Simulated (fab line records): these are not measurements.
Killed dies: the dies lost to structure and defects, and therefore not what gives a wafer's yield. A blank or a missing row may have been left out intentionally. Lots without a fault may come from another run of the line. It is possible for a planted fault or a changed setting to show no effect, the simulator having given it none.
Which tool did it? / flow berkeley_cmos170 / Sampling: 7 lots, 21 wafers, 3 of 331 route steps

## WHAT EACH GAUGE READ, for each wafer
UCB170_GATE_CD_MEAS_12: target cd 350 nm.
lot=L254; measured=day 6 02:10; on=cd_sem-01; cd_nm (nm)=350.8 352.6 349.6
lot=L258; measured=day 7 02:56; on=cd_sem-01; cd_nm (nm)=349.6 349.6 350.1
lot=L264; measured=day 8 10:17; on=cd_sem-01; cd_nm (nm)=351.0 351.3 351.3
lot=L265; measured=day 8 17:06; on=cd_sem-02; cd_nm (nm)=350.3 348.9 349.7
lot=L267; measured=day 9 01:23; on=cd_sem-01; cd_nm (nm)=350.4 350.8 349.2
lot=L268; measured=day 9 01:30; on=cd_sem-02; cd_nm (nm)=370.8 369.9 369.3
lot=L274; measured=day 10 15:03; on=cd_sem-02; cd_nm (nm)=350.9 351.9 351.7

## WHICH TOOL RAN EACH LOT (tool, then ch and the chambers of the sampled wafers, then the start)
lot=L254; UCB170_PVT_STRIP_08=plasma_asher-02 ch 0,1, day 5 15:31; UCB170_GATE_SOFTBAKE_08=litho_track-01 ch 0, day 6 01:00
lot=L258; UCB170_PVT_STRIP_08=plasma_asher-03 ch 0,1, day 6 13:56; UCB170_GATE_SOFTBAKE_08=litho_track-02 ch 0, day 7 02:00
lot=L264; UCB170_PVT_STRIP_08=plasma_asher-02 ch 0,1, day 7 20:01; UCB170_GATE_SOFTBAKE_08=litho_track-02 ch 0, day 8 09:00
lot=L265; UCB170_PVT_STRIP_08=plasma_asher-04 ch 0,1, day 8 07:15; UCB170_GATE_SOFTBAKE_08=litho_track-01 ch 0, day 8 16:00
lot=L267; UCB170_PVT_STRIP_08=plasma_asher-02 ch 0,1, day 8 15:12; UCB170_GATE_SOFTBAKE_08=litho_track-01 ch 0, day 9 00:00
lot=L268; UCB170_PVT_STRIP_08=plasma_asher-02 ch 0,1, day 8 14:56; UCB170_GATE_SOFTBAKE_08=litho_track-02 ch 0, day 9 00:00
lot=L274; UCB170_PVT_STRIP_08=plasma_asher-02 ch 0,1, day 10 01:56; UCB170_GATE_SOFTBAKE_08=litho_track-03 ch 0, day 10 14:00
- UCB170_PVT_STRIP_08: strips in O2.
- UCB170_GATE_SOFTBAKE_08: time 60 s.

## THE ANSWER, worked out from the rows above alone
Rule: the lots themselves supply what counts as usual. The widest of any qualifying gaps counts: lots, ordered by their means at a reading, are off when they make up no more than a third of the lots, leave a main group of 4 or more, and stand apart from it by 3 or more times the standard deviation of that group's means. The tables above print the reading to a certain number of digits; a main group whose means all agree to those digits is not used. A lot without any number at a reading at which 4 lots or more have one is off too. Any other lot the step has rows for is counted as sound.
Off: L268 (UCB170_GATE_CD_MEAS_12, cd_nm). Mean 350.5 nm and standard deviation 0.73 in the main group.
A tool fits if, at a process step before that reading, it ran every lot that is off, and no sound lot after the first of them. Gauges at UCB170_GATE_CD_MEAS_12: tried the same way as those tools. One fits: litho_track-02 at UCB170_GATE_SOFTBAKE_08. A fault onset in the window from L264 (day 8 09:00, its last sound lot) to L268 (day 9 00:00, its first lot off) fits.

## WHAT THE SIMULATOR PUT IN
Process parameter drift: litho_track-02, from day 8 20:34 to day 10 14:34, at UCB170_GATE_SOFTBAKE_08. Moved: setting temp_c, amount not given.
Shown lots that were struck: L268. This agrees with what the rule above found.
